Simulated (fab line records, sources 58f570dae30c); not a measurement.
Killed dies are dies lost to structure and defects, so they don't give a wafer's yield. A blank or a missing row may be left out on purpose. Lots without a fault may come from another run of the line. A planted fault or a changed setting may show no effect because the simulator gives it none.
A struck lot beside a sound one | flow berkeley_cmos170 | 15 steps out of a route of 331
Sound: wafers L106.1, L106.2, L106.4. Struck: wafers L108.3, L108.4, L108.6. The cause comes at the end.
At each step with rows: each side's tool, then ch and its chambers, then its first start. Under that, the readings that differ: sound wafers | struck wafers | difference of the means | sigmas: that difference in standard deviations of wafers without a fault.
alike: readings whose means differ by less than 2 such deviations, and words and numbers that are the same on both sides. not compared: withheld readings, readings that some wafer has no value for, bounds like >300 that may hide the same value, and numbers for which the record gives no deviation and whose values overlap.
The two part at a step that has a row with sigmas, a row that says differs or no value, or rows on one side only. Numbers that don't overlap but have no deviation are shown without sigmas and don't part them. A reading that every wafer of one side lacks parts them only if that side has two wafers or more.

UCB170_SDANNEAL_RTA_01: time 5 s.
  sound on rtp_anneal-02 ch 0, day 10 09:19; struck on rtp_anneal-01 ch 0, day 10 18:50
  reading            | sound          | struck         | difference | sigmas
  lamp_power_pct (%) | 34.5 34.6 34.6 | 39.6 39.6 39.6 | +5.0       | +2
  alike: chamber_o2_ppm, wafer_temp_C_max
UCB170_SDANNEAL_RS_MEAS_02: measures by four-point-probe.
  sound on film_metro-03, day 10 09:23; struck on film_metro-04, day 10 18:55
  reading         | sound          | struck         | difference | sigmas
  PSD_RS (ohm/sq) | 75.1 75.4 74.9 | 76.1 76.3 76.1 | +1.0       | +3
UCB170_SDANNEAL_RS_MEAS_03: measures by four-point-probe.
  sound on film_metro-03, day 10 09:30; struck on film_metro-04, day 10 19:02
  reading         | sound             | struck            | difference | sigmas
  NSD_RS (ohm/sq) | 37.18 37.19 37.21 | 37.31 37.40 37.44 | +0.19      | +2
UCB170_SDANNEAL_RS_MEAS_04: measures by four-point-probe.
  sound on film_metro-03, day 10 09:37; struck on film_metro-04, day 10 19:09
  alike: PLDD_RS
UCB170_SDANNEAL_RS_MEAS_05: measures by four-point-probe.
  sound on film_metro-03, day 10 09:44; struck on film_metro-04, day 10 19:16
  alike: NLDD_RS
then, 1 step without rows for these wafers: UCB170_SILICIDE_PRE_CLEAN_00 (preclean etch time 60 s).
UCB170_SILICIDE_SPUTTER_01: material Ti, target thk 30 nm, time 25 s.
  sound on pvd_sputter-04, day 10 09:55; struck on pvd_sputter-04, day 10 19:25
  alike: throttle_valve_pct
UCB170_SILICIDE_RS_MEAS_02: measures by four-point-probe.
  sound on film_metro-02, day 10 10:01; struck on film_metro-03, day 10 19:29
  alike: SILICIDE_TI_RS
UCB170_SILICIDE_THK_MEAS_03: measures by xrf.
  sound on film_metro-02, day 10 10:08; struck on film_metro-03, day 10 19:35
  alike: SILICIDE_TI_THK
UCB170_SILICIDE_RTA_04: time 15 s.
  sound on rtp_anneal-02 ch 0, day 10 10:11; struck on rtp_anneal-01 ch 0, day 10 19:39
  reading            | sound       | struck         | difference | sigmas
  lamp_power_pct (%) | 9.6 9.6 9.6 | 11.0 11.0 11.0 | +1.4       | +2
  alike: chamber_o2_ppm, wafer_temp_C_max
then, 2 steps without rows for these wafers: UCB170_SILICIDE_WET_ETCH_05 (etches Ti in SPM, time 45 s); UCB170_CONTACT_CLEAN_00 (cleans in SPM, time 600 s).
UCB170_CONTACT_CVD_01: deposits PSG from SiH4/O2/PH3, target thk 700 nm, time 2820 s.
  sound on lpcvd-01 ch 0, day 10 11:36; struck on lpcvd-01 ch 1, day 10 19:54
  reading                                 | sound             | struck            | difference | sigmas
  model.PSG_of_CONTACT_CVD_01.thk_nm (nm) | 688.7 687.3 687.6 | 973.5 975.2 971.9 | +285.7     |
  alike: ph3_flow_sccm, spike_tc_source_C
UCB170_CONTACT_THK_MEAS_02:
  sound on film_metro-02, day 10 13:23; struck on film_metro-02, day 10 22:49
  reading              | sound       | struck      | difference | sigmas
  CONTACT_PSG_THK (nm) | 688 687 688 | 973 976 972 | +286       | +54
  not compared: hold
UCB170_M3_PROBE_99:
  the record has rows for the sound wafers here (prober-01, day 11 11:37) and none for the struck ones

WHERE THEY PART
First at UCB170_SDANNEAL_RTA_01; last, within this record, at UCB170_M3_PROBE_99.

WHY: what the simulator had put in
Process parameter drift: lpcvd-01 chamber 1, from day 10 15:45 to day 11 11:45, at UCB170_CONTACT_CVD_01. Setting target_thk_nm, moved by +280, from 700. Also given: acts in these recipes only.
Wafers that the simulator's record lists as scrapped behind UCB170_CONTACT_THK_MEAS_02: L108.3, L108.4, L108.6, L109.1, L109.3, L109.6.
